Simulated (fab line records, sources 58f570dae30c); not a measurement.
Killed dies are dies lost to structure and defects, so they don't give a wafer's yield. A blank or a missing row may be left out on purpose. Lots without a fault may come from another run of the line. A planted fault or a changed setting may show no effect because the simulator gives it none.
Split-lot experiment | flow berkeley_cmos170 | 5 lots, 23 wafers read, on a route of 331 steps

THE SPLIT
At UCB170_NLDD_COAT_01 (resist thk 900 nm), the setting resist_thk_nm was moved away from the recipe's 900 nm on 6 of the 23 wafers read, by -3.5% to +1.5%. The other wafers ran this setting at the recipe's value.

The reading is taken at the split's own step.

THE READING
KrF_of_NLDD_COAT_01.thk_nm (the simulator's own value, which no gauge read), in nm, at UCB170_NLDD_COAT_01 (resist thk 900 nm). The file gives no usual value for it. The 17 wafers here that ran the recipe average 901.5 nm, standard deviation 2.2 nm.

wafer  | tool, chamber at the split | resist_thk_nm as run, nm | against the recipe | KrF_of_NLDD_COAT_01.thk_nm, nm | against lot-mates on the recipe
L076.1 | litho_track-01, 0          | 868.5                    | -3.5%              | 872.2                          | -26.2
L076.2 | litho_track-01, 0          | 900                      | recipe             | 898.2                          | -
L076.3 | litho_track-01, 0          | 868.5                    | -3.5%              | 866.2                          | -32.2
L076.5 | litho_track-01, 0          | 868.5                    | -3.5%              | 867.9                          | -30.6
L076.6 | litho_track-01, 0          | 900                      | recipe             | 898.7                          | -
L080.1 | litho_track-01, 0          | 900                      | recipe             | 902.6                          | -
L080.2 | litho_track-01, 0          | 900                      | recipe             | 902.7                          | -
L080.4 | litho_track-01, 0          | 900                      | recipe             | 902.7                          | -
L080.3 | litho_track-01, 0          | 900                      | recipe             | 903.5                          | -
L080.6 | litho_track-01, 0          | 900                      | recipe             | 901.5                          | -
L081.2 | litho_track-03, 0          | 900                      | recipe             | 896.1                          | -
L081.3 | litho_track-03, 0          | 913.9                    | +1.5%              | 915                            | +16.6
L081.6 | litho_track-03, 0          | 913.9                    | +1.5%              | 915                            | +16.6
L081.4 | litho_track-03, 0          | 900                      | recipe             | 900.6                          | -
L081.5 | litho_track-03, 0          | 913.9                    | +1.5%              | 915.9                          | +17.5
L082.1 | litho_track-01, 0          | 900                      | recipe             | 902.5                          | -
L082.4 | litho_track-01, 0          | 900                      | recipe             | 901.6                          | -
L082.6 | litho_track-01, 0          | 900                      | recipe             | 902.6                          | -
L083.1 | litho_track-04, 0          | 900                      | recipe             | 902.4                          | -
L083.2 | litho_track-04, 0          | 900                      | recipe             | 904.3                          | -
L083.4 | litho_track-04, 0          | 900                      | recipe             | 903.4                          | -
L083.5 | litho_track-04, 0          | 900                      | recipe             | 899.1                          | -
L083.6 | litho_track-04, 0          | 900                      | recipe             | 902.9                          | -

THE FIT
A straight line over all 23 wafers: KrF_of_NLDD_COAT_01.thk_nm changes by +9.27 nm for each +1% of resist_thk_nm; r = +0.99; the points scatter about the line by 2.2 nm.
The same after taking each lot's own level away (the mean of its wafers on the recipe; 23 wafers): +8.97 nm for each +1%; r = +0.99; scatter 1.9 nm.
On that fit, the largest move of resist_thk_nm shifts the reading by 31 nm.
The lots' own levels span 898.35 to 902.60 nm, that is 2.0 times the standard deviation above.
So the lot-to-lot level changes the slope little: the two slopes agree.
Check: with one of the wafers moved furthest among these (-3.5%) left out of the fit, the line predicts -32.6 nm for it against its lot-mates. It came out at -26.2 nm against them.

OTHER SPLITS ON THESE WAFERS
These wafers also went through other splits before the reading. Each is held against what the fit with the lots' levels taken away leaves over:
other split on the same wafers      | wafers away from the commonest value | r with KrF_of_NLDD_COAT_01.thk_nm (lot level and that fit taken away)
UCB170_START_OXIDATION_02 ox_time_s | 18                                   | +0.33
UCB170_PWELL_OXIDATION_02 temp_c    | 15                                   | +0.10
UCB170_PWELL_PEB_11 peb_temp_c      | 6                                    | +0.09
UCB170_ACTIVE_COAT_08 resist_thk_nm | 7                                    | -0.15
UCB170_NVT_IMPLANT_07 dose_cm2      | 12                                   | +0.35
UCB170_PVT_IMPLANT_07 dose_cm2      | 7                                    | -0.25
UCB170_GATE_EXPOSE_09 dose_mj       | 11                                   | -0.22

THE WHOLE CHAIN: every reading that the file lists as answering this split, in the file's order
step                 | what it does      | reading                                                                     | change (the file's fit)              | r (the file's)
UCB170_NLDD_COAT_01  | resist thk 900 nm | KrF_of_NLDD_COAT_01.thk_nm (the simulator's own value, which no gauge read) | +8.88 nm for each +1% of the setting | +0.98
UCB170_NLDD_STRIP_10 | strips in O2      | strip_time_to_endpoint_s                                                    | withheld for each +1% of the setting | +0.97

THE FILE'S OWN FIT
KrF_of_NLDD_COAT_01.thk_nm changes by +8.88 nm for each +1% of resist_thk_nm, r = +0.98.
